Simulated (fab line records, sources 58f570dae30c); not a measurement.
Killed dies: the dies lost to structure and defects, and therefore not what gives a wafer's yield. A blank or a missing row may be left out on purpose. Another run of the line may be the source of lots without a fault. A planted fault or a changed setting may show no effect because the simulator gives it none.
A struck lot beside a sound one	flow berkeleyCmos170	15 out of 331 route steps
Sound: wafers L953.1, L953.2, L953.4. Struck: wafer L964.5. (L964.1, L964.6 of the same lot were not struck and are left out.) The cause comes at the end.
Order at every step that has rows: each side's tool, ch and its chambers, its first start. Under that, the readings that differ: sound wafers	struck wafers	difference of the means	sigmas: that difference in standard deviations of wafers without a fault.
alike: a reading whose means differ by less than 2 such deviations, as well as words and numbers matching on both sides. not compared: withheld readings; readings where some wafer has no value; bounds like >300 that might hide an equal value; numbers whose values overlap and for which the record gives no deviation.
The two part at a step that has a row with sigmas, a row that says differs or no value, or rows on one side only. Numbers that have no deviation but don't overlap get no sigmas and don't part them. A reading that every wafer of one side lacks parts them only if that side has two wafers or more.

UCB170_PLDD_TW_MEAS_11:
  struck on filmMetro-01, day 10 06:41; sound on filmMetro-04, day 7 17:25
  alike: PLDD_TW
then, 7 steps without rows for these wafers: UCB170_PLDD_CLEAN_12 (cleans in SPM, time 600 s); UCB170_NLDD_HMDS_00 (prime time 60 s); UCB170_NLDD_COAT_01 (resist thk 900 nm); UCB170_NLDD_SOFTBAKE_02 (time 60 s); UCB170_NLDD_EXPOSE_03 (exposes mask NSELECT, target cd 1200 nm); UCB170_NLDD_PEB_04; UCB170_NLDD_DEVELOP_05 (develop time 45 s).
UCB170_NLDD_CD_MEAS_06: the cd target is 1200 nm.
  struck on cdSem-01, day 10 08:19; sound on cdSem-02, day 7 18:51
  alike: cdNm
UCB170_NLDD_OVL_MEAS_07:
  struck on overlay-01, day 10 08:26; sound on overlay-02, day 7 18:58
  alike: NLDD_OVL
then, 2 steps without rows for these wafers: UCB170_NLDD_IMPLANT_08; UCB170_NLDD_IMPLANT_09.
UCB170_NLDD_STRIP_10: strips in O2.
  sound on plasmaAsher-04 ch 0,1, day 7 19:19; struck on plasmaAsher-04 ch 1, day 10 08:47
reading	sound	struck	difference	sigmas
o2FlowSccm (sccm)	397.8 399.4 400.5	319.2	-80.0	-67
oesProductAu (a.u.)	0.727 0.738 0.737	0.714	-0.020	-4
stripTimeToEndpointS (s)	21.63 21.60 21.59	22.36	+0.75	+14
  alike: drypumpMotorCurrentA
  not compared: rfHoursCounterH
UCB170_NLDD_TW_MEAS_11:
  struck on filmMetro-02, day 10 08:53; sound on filmMetro-02, day 7 19:25
  alike: NLDD_TW
following that, these wafers have no rows for 1 step: UCB170_M3_PROBE_99.

WHERE THEY PART
Only at UCB170_NLDD_STRIP_10, within this record. Later steps at which nothing parts them and some readings are alike: UCB170_NLDD_TW_MEAS_11.

WHY: what had been put in by the simulator
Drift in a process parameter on plasmaAsher-04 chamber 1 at UCB170_NLDD_STRIP_10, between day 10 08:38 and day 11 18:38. A move of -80 in setting o2FlowSccm, from 400. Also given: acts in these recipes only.
